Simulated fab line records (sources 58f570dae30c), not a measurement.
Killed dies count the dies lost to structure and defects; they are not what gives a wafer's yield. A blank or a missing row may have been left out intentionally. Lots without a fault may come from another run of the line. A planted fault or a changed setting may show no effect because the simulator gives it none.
What tool caused it?    flow berkeley_cmos170    45 wafers from 15 lots sampled at 5 of the route's 331 steps

## WHAT THE GAUGES SHOWED, per wafer
UCB170_CONTACT_OVL_MEAS_16.
lot   measured      on          CONTACT_OVL (nm)
L744  day 8 19:18   overlay-01  -8 -2 -2
L746  day 8 21:12   overlay-01  -3 -12 0
L749  day 9 17:01   overlay-01  0 2 7
L747  day 9 16:06   overlay-02  -9 -12 -11
L748  day 9 18:34   overlay-02  -3 -9 -4
L751  day 10 05:55  overlay-02  -3 0 -9
L752  day 10 15:26  overlay-02  -13 -16 0
L754  day 10 18:47  overlay-01  5 -1 -2
L753  day 10 19:04  overlay-02  -9 -6 -3
L758  day 11 13:26  overlay-02  -6 -10 -5
L759  day 11 13:55  overlay-01  -5 -10 -5
L757  day 11 13:37  overlay-01  -6 -14 -13
L763  day 12 13:47  overlay-02  -10 -2 -4
L762  day 12 18:09  overlay-02  -9 -6 -3
L765  day 12 17:46  overlay-01  -10 -6 -4

UCB170_M1_THK_MEAS_02: measures by xrf.
lot   measured      on             M1_AL_THK (nm)
L744  day 8 20:05   film_metro-03  610 608 609
L746  day 8 21:59   film_metro-03  597 599 603
L749  day 9 17:59   film_metro-03  599 600 599
L747  day 9 16:55   film_metro-04  597 603 598
L748  day 9 19:22   film_metro-02  601 600 599
L751  day 10 06:49  film_metro-02  600 597 597
L752  day 10 16:14  film_metro-03  601 608 598
L754  day 10 19:37  film_metro-03  609 607 611
L753  day 10 19:58  film_metro-04  608 602 602
L758  day 11 14:49  film_metro-02  590 587 591
L759  day 11 15:35  film_metro-02  610 601 609
L757  day 11 14:49  film_metro-04  600 603 599
L763  day 12 14:44  film_metro-04  607 615 600
L762  day 12 19:02  film_metro-02  595 595 588
L765  day 12 18:33  film_metro-02  591 581 582

UCB170_V2_THK_MEAS_01.
lot   measured      on             V2_TEOS_THK (nm)
L744  day 9 10:45   film_metro-01  1942 1982 1992
L746  day 9 10:38   film_metro-03  1999 2005 2028
L749  day 10 04:57  film_metro-02  2036 2017 2037
L747  day 10 02:48  film_metro-01  1977 1985 2016
L748  day 10 05:41  film_metro-01  2016 1995 2021
L751  day 10 14:41  film_metro-01  2026 1962 2044
L752  day 11 03:53  film_metro-02  2012 2046 2018
L754  day 11 04:48  film_metro-02  2009 1981 2043
L753  day 11 05:46  film_metro-03  1979 2000 1983
L758  day 12 00:02  film_metro-03  3986 4055 4036 3989 4054 4035
L759  day 12 01:09  film_metro-02  2016 2043 2029
L757  day 12 01:24  film_metro-03  2000 1988 2016
L763  day 12 23:51  film_metro-02  2006 1991 2000
L762  day 13 11:16  film_metro-02  3993 4019 4067 3993 4019 4066
L765  day 13 05:50  film_metro-02  4005 3936 4000 4004 3936 4005

## WHICH TOOL RAN EACH LOT (tool, then ch and the chambers of the sampled wafers, then the start)
lot   UCB170_SILICIDE_RTA_04            UCB170_V2_CVD_00
L744  rtp_anneal-02 ch 0, day 8 15:19   pecvd-01 ch 0,1,2, day 9 10:36
L746  rtp_anneal-02 ch 0, day 8 15:40   pecvd-04 ch 0,1, day 9 10:29
L749  rtp_anneal-02 ch 0, day 9 10:21   pecvd-03 ch 1,2, day 10 04:48
L747  rtp_anneal-01 ch 0, day 9 10:22   pecvd-04 ch 1,2, day 10 02:37
L748  rtp_anneal-02 ch 0, day 9 10:59   pecvd-04 ch 0,1,2, day 10 05:31
L751  rtp_anneal-01 ch 0, day 10 02:01  pecvd-04 ch 0,1, day 10 14:31
L752  rtp_anneal-02 ch 0, day 10 10:42  pecvd-04 ch 0,1,2, day 11 03:47
L754  rtp_anneal-01 ch 0, day 10 11:00  pecvd-01 ch 0,2, day 11 04:38
L753  rtp_anneal-02 ch 0, day 10 11:17  pecvd-04 ch 0,2, day 11 05:37
L758  rtp_anneal-02 ch 0, day 11 06:35  pecvd-01 ch 0,2, day 11 23:32
L759  rtp_anneal-01 ch 0, day 11 06:55  pecvd-04 ch 1,2, day 12 00:59
L757  rtp_anneal-02 ch 0, day 11 07:05  pecvd-03 ch 0,2, day 12 01:15
L763  rtp_anneal-01 ch 0, day 12 09:35  pecvd-04 ch 0,1,2, day 12 23:42
L762  rtp_anneal-02 ch 0, day 12 10:08  pecvd-01 ch 0,1,2, day 13 10:47
L765  rtp_anneal-01 ch 0, day 12 10:31  pecvd-04 ch 0,1, day 13 05:20
- UCB170_SILICIDE_RTA_04: time 15 s.
- UCB170_V2_CVD_00: deposits SiO2 from TEOS/O2, target thk 2000 nm, time 250 s.

## WHAT THE TOOLS THEMSELVES READ (means of the sampled wafers that have a number; where no wafer has one, the mark that the record gives instead)
UCB170_SILICIDE_RTA_04.
lot   tool           anneal_temp_c_max  lamp_power_pct (%)  wafer_temp_C_max
L744  rtp_anneal-02  653.4              11.17               654.4
L746  rtp_anneal-02  653.8              11.18               654.6
L749  rtp_anneal-02  654.3              11.17               654.3
L747  rtp_anneal-01  653.5              11.07               652.5
L748  rtp_anneal-02  653.8              11.17               653.9
L751  rtp_anneal-01  654.0              11.07               651.5
L752  rtp_anneal-02  653.8              11.17               654.4
L754  rtp_anneal-01  653.8              11.06               652.6
L753  rtp_anneal-02  653.6              11.17               653.7
L758  rtp_anneal-02  653.3              11.17               654.2
L759  rtp_anneal-01  653.7              11.07               652.2
L757  rtp_anneal-02  653.6              11.17               654.1
L763  rtp_anneal-01  653.9              11.06               652.5
L762  rtp_anneal-02  654.1              11.16               655.4
L765  rtp_anneal-01  654.0              11.07               652.0

UCB170_V2_CVD_00.
lot   tool      heater_power_w (W)  rf_fwd_power_W (W)
L744  pecvd-01  282                 547.3
L746  pecvd-04  214                 547.3
L749  pecvd-03  236                 547.2
L747  pecvd-04  243                 547.8
L748  pecvd-04  262                 548.9
L751  pecvd-04  216                 549.3
L752  pecvd-04  199                 548.1
L754  pecvd-01  246                 546.7
L753  pecvd-04  295                 548.4
L758  pecvd-01  234                 547.5
L759  pecvd-04  253                 548.1
L757  pecvd-03  254                 547.1
L763  pecvd-04  228                 548.3
L762  pecvd-01  242                 547.5
L765  pecvd-04  237                 549.8

## THE ANSWER, worked out from the rows above alone
Rule: usual is defined by the lots themselves. Put in order of their means at a reading, lots are off if they are a third of the lots or fewer, leave a main group of 4 or more, and stand apart from it by a gap of 3 or more times the standard deviation of the main group's means; of several such gaps the widest counts. The tables above print the reading to a certain number of digits; a main group whose means all agree to those digits is not used. Also off: a lot with no number at a reading for which 4 or more lots have one. Any other lot the step has rows for is counted as sound. First the gauges in route order, then the tools' own readings, where a lot's mean is used as printed above. The first step at which some lot is off is used, and at that step the reading that is off furthest; a lot without a number counts as furthest.
Off: L758, L762, L765, at UCB170_V2_THK_MEAS_01 (V2_TEOS_THK). The main group has a mean of 2007 nm with a standard deviation of 17.
If a tool, at a process step before that reading, ran all the lots that are off and no sound lot after the first of them, it fits. The gauges at UCB170_V2_THK_MEAS_01 are tried like those tools. No candidate that was tried fits.

## WHAT WAS PUT IN BY THE SIMULATOR
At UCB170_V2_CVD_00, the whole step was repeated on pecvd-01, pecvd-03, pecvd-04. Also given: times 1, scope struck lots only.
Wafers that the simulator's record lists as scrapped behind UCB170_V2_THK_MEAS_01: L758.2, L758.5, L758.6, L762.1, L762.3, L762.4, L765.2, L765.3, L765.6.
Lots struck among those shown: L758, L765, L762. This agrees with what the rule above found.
